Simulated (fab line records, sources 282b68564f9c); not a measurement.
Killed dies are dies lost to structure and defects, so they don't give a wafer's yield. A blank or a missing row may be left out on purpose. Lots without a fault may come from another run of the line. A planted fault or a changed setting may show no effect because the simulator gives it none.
A struck lot beside a sound one | flow rit_cmos | 18 steps out of a route of 202
Sound: wafers L565.2, L565.4, L565.6. Struck: wafers L572.4, L572.5, L572.6. The cause comes at the end.
At each step with rows: each side's tool, then ch and its chambers, then its first start. Under that, the readings that differ: sound wafers | struck wafers | difference of the means | sigmas: that difference in standard deviations of wafers without a fault.
alike: readings whose means differ by less than 2 such deviations, and words and numbers that are the same on both sides. not compared: withheld readings, readings that some wafer has no value for, bounds like >300 that may hide the same value, and numbers for which the record gives no deviation and whose values overlap.
The two part at a step that has a row with sigmas, a row that says differs or no value, or rows on one side only. Numbers that don't overlap but have no deviation are shown without sigmas and don't part them. A reading that every wafer of one side lacks parts them only if that side has two wafers or more.

first, 4 steps without rows for these wafers: RIT_NLDD_SOFTBAKE_02 (time 60 s); RIT_NLDD_EXPOSE_03 (exposes mask M7, target cd 40700 nm); RIT_NLDD_PEB_04; RIT_NLDD_DEVELOP_05 (develop time 47.73 s).
RIT_NLDD_OVL_MEAS_06:
  sound on overlay-02, day 4 04:08; struck on overlay-02, day 5 16:21
  alike: NLDD_OVL
then, 2 steps without rows for these wafers: RIT_NLDD_HARDBAKE_07 (time 60 s); RIT_NLDD_IMPLANT_08.
RIT_NLDD_STRIP_09: strips in O2, time 180 s.
  sound on plasma_asher-02 ch 0,1, day 4 04:33; struck on plasma_asher-01 ch 0,1, day 5 16:43
  alike: drypump_motor_current_A
  not compared: rf_hours_counter_h
RIT_NLDD_TW_MEAS_10:
  sound on film_metro-01, day 4 04:44; struck on film_metro-02, day 5 16:52
  reading | sound          | struck         | difference | sigmas
  NLDD_TW | 2519 2524 2527 | 2481 2490 2482 | -39        | -2
then, 3 steps without rows for these wafers: RIT_PLDD_HMDS_00 (prime time 60 s); RIT_PLDD_COAT_01 (resist thk 1000 nm); RIT_PLDD_SOFTBAKE_02 (time 60 s).
RIT_PLDD_EXPOSE_03: exposes mask M8, target cd 40900 nm.
  sound on iline_stepper-01 ch 0, day 4 05:23; struck on iline_stepper-01 ch 0, day 5 17:32
  reading                      | sound             | struck               | difference | sigmas
  model.PLDD.overlay_x_nm (nm) | 1.043 1.043 1.043 | -149.9 -149.9 -149.9 | -150.9     |
  alike: mask
then, 2 steps without rows for these wafers: RIT_PLDD_PEB_04; RIT_PLDD_DEVELOP_05 (develop time 50 s).
RIT_PLDD_OVL_MEAS_06:
  sound on overlay-01, day 4 05:46; struck on overlay-02, day 5 17:53
  reading       | sound         | struck               | difference | sigmas
  PLDD_OVL (nm) | -0.5 -0.7 0.4 | -148.8 -148.4 -150.4 | -148.9     | -99 or more
then, 1 step without rows for these wafers: RIT_PLDD_HARDBAKE_07 (time 60 s).
RIT_M1_PROBE_99:
  sound on prober-01, day 4 20:07; struck on prober-02, day 6 09:21
  reading                        | sound          | struck         | difference | sigmas
  model.etest.pldd.width_nm (nm) | 3211 3181 3179 | 3127 3114 3111 | -73        |
  alike: killed_at_contacts, killed_at_front_end, killed_dies, killed_open, killed_short

WHERE THEY PART
First at RIT_NLDD_TW_MEAS_10; last, within this record, at RIT_PLDD_OVL_MEAS_06. Later steps at which nothing parts them and some readings are alike: RIT_M1_PROBE_99.

WHY: what the simulator had put in
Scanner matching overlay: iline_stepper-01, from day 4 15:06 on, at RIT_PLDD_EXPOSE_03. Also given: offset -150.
